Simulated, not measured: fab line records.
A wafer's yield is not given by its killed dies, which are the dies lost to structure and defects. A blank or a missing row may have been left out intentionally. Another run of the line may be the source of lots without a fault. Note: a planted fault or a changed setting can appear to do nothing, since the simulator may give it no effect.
2 desks looking at one fault | flow rit_cmos | each desk holds nothing but its own numbers, with what lay behind them at the end

## AT THE TOOL OWNER'S DESK: rie_metal-01
The tool's own readings at RIT_M1_METAL_ETCH_12 (etches Al in Cl2/BCl3, stops on SiO2, time 165 s, target depth 600 nm): means of the sampled wafers that have a number, for each lot that ran on this tool. If a lot's mean is further than 4 standard deviations from the usual mean, the lot is out of limits and carries the mark OUT (the distance appears in the brackets).
Columns: A = chamber_pressure_mTorr at RIT_M1_METAL_ETCH_12, usual 100.00 mTorr; B = drypump_motor_current_A at RIT_M1_METAL_ETCH_12, usual 5.5 A; C = oes_product_au at RIT_M1_METAL_ETCH_12, usual 0.792 a.u.; D = run_length_s at RIT_M1_METAL_ETCH_12, usual 193.4 s; E = throttle_valve_pct at RIT_M1_METAL_ETCH_12, usual 8.29 %
lot  | first seen here | A      | B   | C                | D               | E
L357 | day 3 08:55     | 100.02 | 5.2 | 0.788            | 193.7           | 8.26
L360 | day 3 23:19     | 100.03 | 5.8 | 0.781            | 193.7           | 8.23
L363 | day 4 14:46     | 99.94  | 5.9 | 0.779            | 193.6           | 8.23
L372 | day 6 14:28     | 100.01 | 5.8 | 0.683 (-10) OUT  | 239.9 (+85) OUT | 8.24
L373 | day 6 16:26     | 100.05 | 5.6 | 0.689 (-9.3) OUT | 240.0 (+85) OUT | 8.25
This desk's verdict: out of limits on L372, L373, starting with L372 at day 6 14:28 (oes_product_au at RIT_M1_METAL_ETCH_12). L357, L360, L363: within limits.

## METROLOGY DESK
Means of the sampled wafers that have a number, per lot and without regard to the tool the lot ran on: this is what the gauges read. If a lot's mean is further than 4 standard deviations from the usual mean, the lot is out of limits and carries the mark OUT (the distance appears in the brackets).
Columns: A = cd_nm at RIT_M1_CD_MEAS_90, usual 2600.5 nm
lot  | first seen here | A
L357 | day 3 09:26     | 2600.4
L358 | day 3 12:08     | 2603.7
L359 | day 3 16:26     | 2600.9
L360 | day 3 23:59     | 2603.9
L361 | day 4 07:29     | 2600.7
L362 | day 4 10:18     | 2600.2
L363 | day 4 15:22     | 2600.1
L364 | day 4 18:59     | 2604.0
L372 | day 6 14:59     | 2594.6
L373 | day 6 16:57     | 2593.0
L374 | day 6 23:01     | 2600.8
L376 | day 7 07:16     | 2601.5
L378 | day 7 16:10     | 2599.8
L379 | day 7 22:42     | 2601.7
This desk's verdict: no lot among the 14 shows anything out of limits.

## PUT TOGETHER
On L372, L373, at day 6 14:28, an alarm was possible from the tool owner's desk.
At the metrology desk, nothing out of limits was observed.
The metrology desk holds a record of L372, L373, inside its limits.
Every lot named ran RIT_M1_METAL_ETCH_12 on rie_metal-01.

## WHAT THE SIMULATOR HAD PUT IN
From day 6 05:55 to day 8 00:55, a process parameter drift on rie_metal-01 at RIT_M1_METAL_ETCH_12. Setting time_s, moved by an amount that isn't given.
Shown lots that were struck: L372, L373.
Delay in hours, fault start to first out-of-limits reading, by desk: the tool owner's desk at 9.
